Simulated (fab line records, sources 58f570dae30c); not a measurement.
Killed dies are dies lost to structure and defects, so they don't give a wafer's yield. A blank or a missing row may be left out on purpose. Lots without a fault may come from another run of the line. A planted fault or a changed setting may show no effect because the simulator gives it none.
Split-lot experiment | flow berkeley_cmos170 | 4 lots, 10 wafers read, on a route of 331 steps

THE SPLIT
At UCB170_ACTIVE_CVD_05 (deposits Si3N4 from SiH2Cl2/NH3, target thk 220 nm, time 3300 s), the setting sih2cl2_flow_sccm was moved away from the recipe's 25 sccm on 6 of the 10 wafers read, by -6.3% to +6.8%. The other wafers ran this setting at the recipe's value.

FROM THE SPLIT TO THE READING: what the file shows between them, 3 steps
- UCB170_ACTIVE_COAT_08: resist thk 900 nm (also split here: spin_rpm)
- UCB170_ACTIVE_SOFTBAKE_09: time 60 s
- UCB170_ACTIVE_EXPOSE_10: exposes mask ACTIVE, target cd 1200 nm

THE READING
etch.depth_nm (the simulator's own value, which no gauge read), in nm, at UCB170_ACTIVE_ETCH_15 (etches Si3N4 in CH3F/Ar/O2, stops on SiO2, target depth 242 nm, time 151 s). The file gives no usual value for it. The 4 wafers here that ran the recipe average 219.2 nm, standard deviation 0.58 nm.

wafer  | tool, chamber at the split | sih2cl2_flow_sccm as run, sccm | against the recipe | etch.depth_nm, nm | against lot-mates on the recipe
L075.1 | -, -                       | 26.69                          | +6.8%              | 228               | no lot-mate on the recipe
L075.2 | -, -                       | 26.69                          | +6.8%              | 226.4             | no lot-mate on the recipe
L075.4 | -, -                       | 26.69                          | +6.8%              | 226.4             | no lot-mate on the recipe
L076.1 | -, -                       | 23.42                          | -6.3%              | 214.3             | no lot-mate on the recipe
L076.3 | -, -                       | 23.42                          | -6.3%              | 215.1             | no lot-mate on the recipe
L076.5 | -, -                       | 23.42                          | -6.3%              | 217.9             | no lot-mate on the recipe
L079.6 | -, -                       | 25                             | recipe             | 218.6             | -
L084.1 | lpcvd-02, 0                | 25                             | recipe             | 219.9             | -
L084.2 | lpcvd-02, 0                | 25                             | recipe             | 218.7             | -
L084.3 | lpcvd-02, 0                | 25                             | recipe             | 219.7             | -

THE FIT
A straight line over all 10 wafers: etch.depth_nm changes by +0.858 nm for each +1% of sih2cl2_flow_sccm; r = +0.95; the points scatter about the line by 1.5 nm.
Too few moved wafers have a lot-mate on the recipe to fit a line with each lot's own level taken away.

THE WHOLE CHAIN: every reading that the file lists as answering this split, in the file's order
step                  | what it does                                                               | reading                                                                        | change (the file's fit)               | r (the file's)
UCB170_ACTIVE_CVD_05  | deposits Si3N4 from SiH2Cl2/NH3, target thk 220 nm, time 3300 s            | Si3N4_of_ACTIVE_CVD_05.thk_nm (the simulator's own value, which no gauge read) | +0.624 nm for each +1% of the setting | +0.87
UCB170_ACTIVE_ETCH_15 | etches Si3N4 in CH3F/Ar/O2, stops on SiO2, target depth 242 nm, time 151 s | etch.depth_nm (the simulator's own value, which no gauge read)                 | +0.86 nm for each +1% of the setting  | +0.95

THE FILE'S OWN FIT
etch.depth_nm changes by +0.86 nm for each +1% of sih2cl2_flow_sccm, r = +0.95.
